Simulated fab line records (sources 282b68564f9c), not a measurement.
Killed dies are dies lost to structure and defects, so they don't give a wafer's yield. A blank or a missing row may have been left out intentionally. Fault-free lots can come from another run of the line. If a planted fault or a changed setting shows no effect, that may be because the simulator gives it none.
Which tool is to blame?	flow rit cmos	6 lots with 18 wafers sampled at 3 steps, on a route of 202 steps

## WHAT THE GAUGES READ, wafer by wafer
RIT_CONTACT_THK_MEAS_01.
lot	measured	on	CONTACT_TEOS_THK (nm)
L667	day 3 12:35	film metro-04	397 395 398
L669	day 4 00:52	film metro-02	398 402 406
L672	day 4 14:37	film metro-01	390 399 400
L675	day 5 05:45	film metro-01	398 405 404
L680	day 6 06:10	film metro-01	400 403 404
L685	day 7 06:53	film metro-04	393 403 402

## EACH LOT AND THE TOOL THAT RAN IT (in order: tool; ch and the chambers of the sampled wafers; start)
lot	RIT_GATE_STRIP_20	RIT_SDANNEAL_CLEAN_00
L667	plasma asher-03 ch 0, day 2 23:02	wet bench-04 ch 2, day 3 11:07
L669	plasma asher-02 ch 0,1, day 3 10:32	wet bench-04 ch 3, day 3 23:23
L672	plasma asher-04 ch 0,1, day 4 01:13	wet bench-04 ch 2, day 4 13:05
L675	plasma asher-03 ch 0,1, day 4 15:20	wet bench-03 ch 1, day 5 04:17
L680	plasma asher-02 ch 0,1, day 5 16:53	wet bench-04 ch 1, day 6 04:41
L685	plasma asher-02 ch 0,1, day 6 17:36	wet bench-04 ch 3, day 7 05:24
- RIT_GATE_STRIP_20: strips in O2, time 180 s.
- RIT_SDANNEAL_CLEAN_00: cleans in SC1, time 600 s.

## THE ANSWER, worked out from the rows above alone
Rule: the lots themselves supply what counts as usual. Put in order of their means at a reading, lots are off if they are a third of the lots or fewer, leave a main group of 4 or more, and stand apart from it by a gap of 3 or more times the standard deviation of the main group's means; of several such gaps the widest counts. Not used: any main group whose means are identical at the precision the tables above print for the reading. Also off: a lot with no number at a reading for which 4 or more lots have one. Any other lot the step has rows for is counted as sound.
Across all readings shown, no lot is off: no conclusion can be drawn from this.

## WHAT THE SIMULATOR HAD PUT IN
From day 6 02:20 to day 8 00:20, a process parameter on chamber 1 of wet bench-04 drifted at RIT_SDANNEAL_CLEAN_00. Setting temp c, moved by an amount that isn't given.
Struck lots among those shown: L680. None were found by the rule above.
